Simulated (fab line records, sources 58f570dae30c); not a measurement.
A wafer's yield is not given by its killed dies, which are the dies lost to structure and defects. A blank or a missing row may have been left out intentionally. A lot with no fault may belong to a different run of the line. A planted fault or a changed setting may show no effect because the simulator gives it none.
The same fault as seen by 2 desks    flow berkeley-cmos170    each desk holds nothing but its own numbers, with what lay behind them at the end

METROLOGY DESK
What the gauges read for every lot (on any tool): the sampled wafers with a number, averaged. Any lot whose mean is over 4 standard deviations away from the usual mean is out of limits and marked OUT; that distance is given in the brackets.
Columns: A = V1_POLISHED_THK at UCB170_V1_THK_MEAS_04, usual 999.6 nm
lot   first seen here  A
L439  day 8 23:04      998.8
L441  day 9 04:06      999.2
L442  day 9 11:33      998.4
L445  day 9 14:15      1000.1
L447  day 10 03:55     998.3
L448  day 10 05:14     999.3
L449  day 10 12:44     968.4 (-24) OUT
L453  day 11 11:14     1000.3
L459  day 12 05:17     999.1
L457  day 12 06:38     1000.8
L458  day 12 06:56     999.6
L462  day 13 12:56     1001.5
L461  day 13 14:32     1000.7
This desk finds L449 out of limits, with the earliest case on L449 at day 10 12:44 (V1_POLISHED_THK at UCB170_V1_THK_MEAS_04). Within limits: L439, L441, L442, L445, L447, L448, L453, L459, L457, L458, L462, L461.

THE TOOL OWNER'S DESK: pecvd-04
The tool's own readings at UCB170_V1_CVD_00 (deposits SiO2 from TEOS/O2, target thk 2000 nm, time 250 s): means of the sampled wafers that have a number, for each lot that ran on this tool. Any lot whose mean is over 4 standard deviations away from the usual mean is out of limits and marked OUT; that distance is given in the brackets.
Columns: A = heater-power-w at UCB170_V1_CVD_00, usual 247 W
lot   first seen here  A
L447  day 10 03:16     351
L449  day 10 12:06     310
Result from this desk: across the 2 lots, nothing is out of limits.

TAKEN TOGETHER
At day 10 12:44 the metrology desk could have sounded an alarm, on L449.
Nothing out of limits was seen by the tool owner's desk.
Tool owner's desk: L449 on record, inside its limits.
UCB170_V1_CVD_00 was run on pecvd-04 by each of the lots named.

WHAT WAS PUT IN BY THE SIMULATOR
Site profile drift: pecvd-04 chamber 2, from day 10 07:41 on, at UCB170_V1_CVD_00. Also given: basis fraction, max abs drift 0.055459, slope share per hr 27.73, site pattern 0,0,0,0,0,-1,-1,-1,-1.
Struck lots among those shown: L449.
Per desk, hours elapsed from the start of the fault to the first reading out of limits: for the metrology desk, 5.
